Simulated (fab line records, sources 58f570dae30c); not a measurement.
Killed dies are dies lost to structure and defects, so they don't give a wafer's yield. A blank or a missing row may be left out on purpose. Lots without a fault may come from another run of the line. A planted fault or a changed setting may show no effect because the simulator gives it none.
fab line records | flow berkeley_cmos170
record lots=14 wafers=42 last_day=11
route steps=331 shown START@1 PSD@178 CONTACT@222 M2@278
lots that met no fault: from a run of the same line without faults
start_h: hours from the record's first day to the start of the lot's first wafer shown | wait_h: hours since the lot's step before | " the same as in the row above | L1.1+2: a row that stands for several wafers | - no value, or no start given | * or withheld: withheld | < > ~ a bound
route shown NAME@n: a module of which the file shows steps, and the number in the route of the first | usual: mean/standard deviation of fault-free wafers | same: alike in all rows | chamber/n: place in a boat | sites: the reading at each site | _std_site: their standard deviation | _edge_site: outer sites' mean less inner sites' | radius_mm: how far each site lies from the wafer's centre | mask NAME#n: copy n | behind: the tool/chamber that last shaped the wafer | hold: why the lot was held/for how many hours/how that ended | device: the transistor (n, p or np) that didn't switch | end of line: the same wafers' tests at the end of the route | a step without rows: its recipe alone | killed: dies lost to structure and defects at the first sort, not the wafer's yield | map: a wafer's dies, x killed, . not, _ none there
set.NAME: the setting as run; set.NAME@STEP: as run at that earlier step | model.NAME: the simulator's own value behind a step, which no gauge read
steps of the route over a sample of lots; a table a step, a row a wafer
services: from which hour (start_h, from the record's first day; less than 0 if before it) a tool's chamber was out of use, for how many hours, and why
## steps
# step UCB170_START_BOW_MEAS_00
# recipe mode=bow
# usual INCOMING_BOW=0/6.3
# columns lot.wafer tool chamber start_h wait_h INCOMING_BOW[um]
L344.3 film_metro-03 - 10.04 - 7
L344.4 " - " " -1
L344.5 " - " " 4
L345.1 film_metro-01 - 15.00 - 1
L345.2 " - " " -13
L345.5 " - " " -1
L346.1 film_metro-03 - 20.00 - 0
L346.3 " - " " -2
L346.5 " - " " 9
L347.2 film_metro-03 - 25.02 - -5
L347.5 " - " " -3
L347.6 " - " " 4
L350.2 film_metro-01 - 40.02 - -3
L350.5 " - " " -4
L350.6 " - " " -9
L351.3 film_metro-03 - 45.04 - 1
L351.4 " - " " 6
L351.5 " - " " -7
L352.1 film_metro-03 - 50.00 - -1
L352.4 " - " " 2
L352.5 " - " " 4
L353.2 film_metro-04 - 55.02 - 7
L353.4 " - " " -2
L353.5 " - " " 0
L354.1 film_metro-04 - 60.00 - -9
L354.2 " - " " 2
L354.5 " - " " 7
L357.1 film_metro-01 - 75.00 - -5
L357.2 " - " " -13
L357.3 " - " " -4
L363.2 film_metro-01 - 105.02 - 1
L363.5 " - " " 0
L363.6 " - " " 12
L364.3 film_metro-03 - 110.04 - -7
L364.4 " - " " -1
L364.5 " - " " -4
L366.1 film_metro-04 - 120.00 - 16
L366.2 " - " " -7
L366.5 " - " " -6
L367.1 film_metro-03 - 125.00 - -5
L367.2 " - " " 2
L367.5 " - " " -9
# step UCB170_PSD_EXPOSE_03
# recipe mask_id=PSELECT_MOD na=0.5 sigma_outer=0.6 source_shape=conventional target_cd_nm=1200 dose_mj=30
# usual exposure_dose_mJ_cm2=31.07/0.036 focus_offset_nm=0.0/0.54
# columns lot.wafer tool chamber start_h wait_h mask exposure_dose_mJ_cm2 focus_offset_nm
L344.3 krf_scanner-02 0 140.17 0.1 PSELECT_MOD#0 31.02 -0.2
L344.4 " 0 " " PSELECT_MOD#0 31.03 -0.6
L344.5 " 0 " " PSELECT_MOD#0 30.98 -0.5
L345.1 krf_scanner-01 0 140.37 0.3 PSELECT_MOD#0 31.05 -0.4
L345.2 " 0 " " PSELECT_MOD#0 31.09 -0.7
L345.5 " 0 " " PSELECT_MOD#0 31.08 -0.4
L346.1 krf_scanner-02 0 154.51 0.2 PSELECT_MOD#0 31.12 0.6
L346.3 " 0 " " PSELECT_MOD#0 31.09 0.8
L346.5 " 0 " " PSELECT_MOD#0 31.09 0.1
L347.2 krf_scanner-01 0 158.50 0.1 PSELECT_MOD#0 31.12 0.2
L347.5 " 0 " " PSELECT_MOD#0 31.11 1.0
L347.6 " 0 " " PSELECT_MOD#0 31.11 0.2
L351.3 krf_scanner-01 0 163.52 0.1 PSELECT_MOD#0 31.10 0.2
L351.4 " 0 " " PSELECT_MOD#0 31.05 0.4
L351.5 " 0 " " PSELECT_MOD#0 31.06 0.7
L350.2 krf_scanner-01 0 164.13 0.4 PSELECT_MOD#0 31.17 -0.5
L350.5 " 0 " " PSELECT_MOD#0 31.08 0.6
L350.6 " 0 " " PSELECT_MOD#0 31.11 0.2
L353.2 krf_scanner-01 0 184.35 0.1 PSELECT_MOD#0 31.08 -0.7
L353.4 " 0 " " PSELECT_MOD#0 31.09 -0.7
L353.5 " 0 " " PSELECT_MOD#0 31.15 -0.3
L352.1 krf_scanner-01 0 184.66 - PSELECT_MOD#0 31.05 0.0
L352.4 " 0 " " PSELECT_MOD#0 31.03 -0.5
L352.5 " 0 " " PSELECT_MOD#0 31.07 0.2
L354.1 krf_scanner-01 0 184.78 - PSELECT_MOD#0 31.11 -0.3
L354.2 " 0 " " PSELECT_MOD#0 31.09 -0.6
L354.5 " 0 " " PSELECT_MOD#0 31.15 -0.4
L357.1 krf_scanner-01 0 201.44 0.4 PSELECT_MOD#0 31.04 0.0
L357.2 " 0 " " PSELECT_MOD#0 31.03 -0.5
L357.3 " 0 " " PSELECT_MOD#0 31.07 -0.2
L364.3 krf_scanner-01 - 226.70 0.1 PSELECT_MOD#0 - -
L364.4 " - " " PSELECT_MOD#0 - -
L364.5 " - " " PSELECT_MOD#0 - -
L363.2 krf_scanner-01 - 226.79 0.2 PSELECT_MOD#0 - -
L363.5 " - " " PSELECT_MOD#0 - -
L363.6 " - " " PSELECT_MOD#0 - -
L366.1 krf_scanner-01 0 238.13 0.1 PSELECT_MOD#0 31.05 0.8
L366.2 " 0 " " PSELECT_MOD#0 31.10 -0.3
L366.5 " 0 " " PSELECT_MOD#0 31.07 0.1
L367.1 krf_scanner-01 0 238.24 0.2 PSELECT_MOD#0 31.11 -1.2
L367.2 " 0 " " PSELECT_MOD#0 31.09 -0.2
L367.5 " 0 " " PSELECT_MOD#0 31.09 0.2
# step UCB170_CONTACT_STRIP_06
# recipe chemistry=O2 power_w=400 pressure_mtorr=3500 platen_temp_c=withheld o2_flow_sccm=400 overash_fraction=0.5
# usual chamber_pressure_mTorr=3500/3.2 drypump_motor_current_A=5.6/0.38 o2_flow_sccm=399.9/1.1 oes_product_au=0.735/0.0046 strip_time_to_endpoint_s=21.97/0.057
# columns lot.wafer tool chamber start_h wait_h chamber_pressure_mTorr drypump_motor_current_A o2_flow_sccm oes_product_au rf_hours_counter_h strip_time_to_endpoint_s
L345.1 plasma_asher-04 1 151.30 0.1 3503 5.7 399.8 0.743 29 21.98
L345.2 " 0 " " 3498 5.8 398.8 0.736 29 21.94
L345.5 " 1 " " 3496 5.7 399.4 0.733 - 21.99
L344.3 plasma_asher-02 1 151.41 0.1 3504 5.3 399.3 0.729 - 21.86
L344.4 " 0 " " 3503 5.7 401.0 0.739 - 21.89
L344.5 " 1 " " 3497 5.3 399.5 0.735 - 21.86
L346.1 plasma_asher-03 0 164.24 0.1 3501 6.4 399.2 0.737 48 22.03
L346.3 " 0 " " 3498 6.5 401.3 0.733 - 22.06
L346.5 " 1 " " 3500 5.3 401.4 0.735 - 22.04
L347.2 plasma_asher-04 1 167.88 0.1 3501 5.7 398.7 0.733 31 22.01
L347.5 " 1 " " 3500 5.7 397.7 0.737 - 22.04
L347.6 " 0 " " 3499 5.8 399.9 0.726 - 22.02
L351.3 plasma_asher-04 0 171.10 0.1 3502 5.8 400.1 0.732 - 21.95
L351.4 " 1 " " 3498 5.7 398.2 0.729 - 21.92
L351.5 " 0 " " 3505 5.8 398.5 0.734 - 21.90
L350.2 plasma_asher-03 0 172.53 0.1 3501 6.4 399.2 0.730 49 22.07
L350.5 " 0 " " 3499 6.4 401.1 0.732 - 22.03
L350.6 " 1 " " 3497 5.3 400.7 0.730 - 21.98
L353.2 plasma_asher-02 1 194.36 0.1 3498 5.3 402.3 0.734 52 22.00
L353.4 " 1 " " 3502 5.3 399.7 0.726 - 22.03
L353.5 " 0 " " 3497 5.6 400.9 0.734 - 22.01
L352.1 plasma_asher-04 1 194.68 0.1 3502 5.7 398.2 0.732 34 22.00
L352.4 " 1 " " 3499 5.7 399.5 0.731 - 22.06
L352.5 " 0 " " 3495 5.8 400.8 0.735 - 22.03
L354.1 plasma_asher-02 0 194.68 0.1 3502 5.7 400.4 0.730 52 21.95
L354.2 " 1 " " 3500 5.3 400.5 0.729 52 21.97
L354.5 " 0 " " 3497 5.7 402.8 0.732 - 21.93
L357.1 plasma_asher-02 1 210.53 0.1 3505 5.3 399.3 0.741 54 22.09
L357.2 " 0 " " 3499 5.6 400.2 0.732 54 21.98
L357.3 " 0 " " 3499 5.7 399.6 0.742 - 21.98
L364.3 plasma_asher-03 1 239.00 0.1 3507 5.3 399.0 0.736 - 22.02
L364.4 " 0 " " 3504 6.4 400.9 0.736 - 21.93
L364.5 " 1 " " 3500 5.3 399.2 0.730 - 22.03
L363.2 plasma_asher-02 0 239.04 0.1 3502 5.6 400.4 0.743 57 21.92
L363.5 " 0 " " 3500 5.7 399.4 0.730 - 21.99
L363.6 " 1 " " 3508 5.3 401.6 0.739 - 21.96
L367.1 plasma_asher-02 0 246.91 0.1 3504 5.7 400.2 0.732 58 21.93
L367.2 " 1 " " 3499 5.3 400.2 0.733 58 22.03
L367.5 " 1 " " 3494 5.3 398.9 0.734 - 22.03
L366.1 plasma_asher-03 0 248.70 0.1 3500 6.4 400.2 0.728 58 21.98
L366.2 " 1 " " 3497 5.2 400.0 0.735 58 21.92
L366.5 " 1 " " 3500 5.3 397.3 0.731 - 21.98
# step UCB170_M2_STRIP_07
# recipe chemistry=O2 power_w=400 pressure_mtorr=3500 platen_temp_c=withheld o2_flow_sccm=400 overash_fraction=0.5
# usual chamber_pressure_mTorr=3500/3 drypump_motor_current_A=5.9/0.46 o2_flow_sccm=400.2/1.2 oes_product_au=0.735/0.0043 strip_time_to_endpoint_s=21.98/0.055
# columns lot.wafer tool chamber start_h wait_h chamber_pressure_mTorr drypump_motor_current_A o2_flow_sccm oes_product_au rf_hours_counter_h strip_time_to_endpoint_s
L344.3 plasma_asher-01 1 163.69 0.1 3499 5.7 400.1 0.737 - 22.01
L344.4 " 0 " " 3500 6.4 401.6 0.733 - 22.01
L344.5 " 1 " " 3497 5.7 400.0 0.733 - 22.02
L345.1 plasma_asher-04 0 164.11 0.1 3497 5.8 398.8 0.727 31 22.01
L345.2 " 1 " " 3504 5.7 399.7 0.733 31 21.96
L345.5 " 1 " " 3498 5.7 401.5 0.733 - 22.07
L346.1 plasma_asher-03 0 173.97 0.1 3504 6.4 401.5 0.730 49 22.03
L346.3 " 0 " " 3500 6.4 398.9 0.739 - 22.01
L346.5 " 1 " " 3499 5.3 398.7 0.745 - 21.98
L351.3 plasma_asher-03 0 182.96 0.1 3503 6.4 398.6 0.742 - 21.98
L351.4 " 1 " " 3501 5.3 399.7 0.728 - 21.90
L351.5 " 0 " " 3497 6.4 400.5 0.734 - 21.98
L347.2 plasma_asher-01 0 183.04 0.1 3500 6.5 399.2 0.735 7 21.96
L347.5 " 0 " " 3500 6.5 400.0 0.729 - 21.90
L347.6 " 1 " " 3503 5.6 400.7 0.735 - 22.01
L350.2 plasma_asher-04 0 183.37 0.1 3505 5.7 398.3 0.737 33 21.92
L350.5 " 1 " " 3501 5.7 401.5 0.738 - 21.95
L350.6 " 0 " " 3498 5.8 400.6 0.732 - 21.93
L353.2 plasma_asher-04 0 206.11 0.1 3497 5.8 399.6 0.735 36 22.04
L353.4 " 1 " " 3495 5.7 401.8 0.737 - 22.02
L353.5 " 0 " " 3498 5.8 399.4 0.739 - 21.92
L354.1 plasma_asher-01 0 206.26 0.1 3500 6.5 400.0 0.728 10 21.93
L354.2 " 1 " " 3499 5.7 399.1 0.722 10 21.98
L354.5 " 1 " " 3494 5.6 400.8 0.736 - 21.97
L352.1 plasma_asher-03 0 206.56 0.1 3500 6.5 401.1 0.741 53 21.94
L352.4 " 0 " " 3506 6.5 400.9 0.739 - 21.91
L352.5 " 1 " " 3497 5.3 400.4 0.734 - 21.91
L357.1 plasma_asher-03 0 223.52 0.1 3499 6.4 398.9 0.734 55 22.01
L357.2 " 1 " " 3505 5.3 399.4 0.735 55 22.08
L357.3 " 0 " " 3496 6.4 399.5 0.730 - 21.96
L364.3 plasma_asher-03 1 259.38 0.1 3499 5.3 401.8 0.734 - 22.02
L364.4 " 0 " " 3499 6.4 402.2 0.735 - 21.98
L364.5 " 0 " " 3503 6.4 401.0 0.735 - 21.95
L363.2 plasma_asher-04 0 259.59 0.1 3500 5.8 402.8 0.736 42 22.04
L363.5 " 1 " " 3501 5.7 400.8 0.739 - 22.06
L363.6 " 0 " " 3502 5.8 400.6 0.735 - 21.95
L367.1 plasma_asher-03 0 260.04 0.1 3502 6.4 401.9 0.730 59 22.02
L367.2 " 1 " " 3503 5.3 401.2 0.729 59 22.05
L367.5 " 0 " " 3497 6.4 403.0 0.732 - 22.06
L366.1 plasma_asher-04 1 260.14 0.1 3504 5.7 399.5 0.731 42 21.88
L366.2 " 0 " " 3504 5.8 400.0 0.739 42 21.92
L366.5 " 1 " " 3503 5.7 397.2 0.742 - 21.91
## services
# columns tool chamber start_h hours kind
plasma_asher-01 0 117.75 - clean
plasma_asher-01 1 117.75 - clean
krf_scanner-02 0 123.63 - calibration
krf_scanner-02 - 130.33 4.4 pm
krf_scanner-02 - 134.71 1.3 pm
krf_scanner-01 - 137.67 1.3 pm
krf_scanner-02 - 155.60 3.7 repair
krf_scanner-01 - 177.17 4.0 pm
plasma_asher-04 - 179.09 1.3 repair
krf_scanner-02 - 187.37 1.0 pm
plasma_asher-04 - 187.54 2.3 repair
krf_scanner-01 - 189.54 0.8 pm
krf_scanner-01 - 193.03 4.4 pm
krf_scanner-02 - 197.40 4.0 pm
krf_scanner-01 - 218.16 1.2 repair
krf_scanner-02 - 222.06 5.7 repair
krf_scanner-01 0 233.27 - calibration
## key
first_sign step=UCB170_PSD_EXPOSE_03 reading=tool_record direction=missing
effect none on later readings
met_at UCB170_PSD_EXPOSE_03
struck_lots L363,L364
sort_left_out L363.2,L363.5,L363.6,L364.3,L364.4,L364.5
tester_left_out L363,L364
not_acting_at UCB170_START_BOW_MEAS_00,UCB170_CONTACT_STRIP_06,UCB170_M2_STRIP_07
onset_between 201.44 226.70
fault kind=skipped_step_whole tool=krf_scanner-01 chamber=- onset_h=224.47 steps=UCB170_PSD_EXPOSE_03 scope=struck_lots_only
# tester_left_out: of these lots the tester's yield and bins aren't shown, on N5 and GAA mostly nor the transistor test; their killed dies are dies lost to structure and defects alone, not to doping, threshold or leakage, so they don't give the yield
# sort_left_out: the simulated sort isn't trusted on such a fault, so these wafers' sort isn't shown, and their yield isn't known
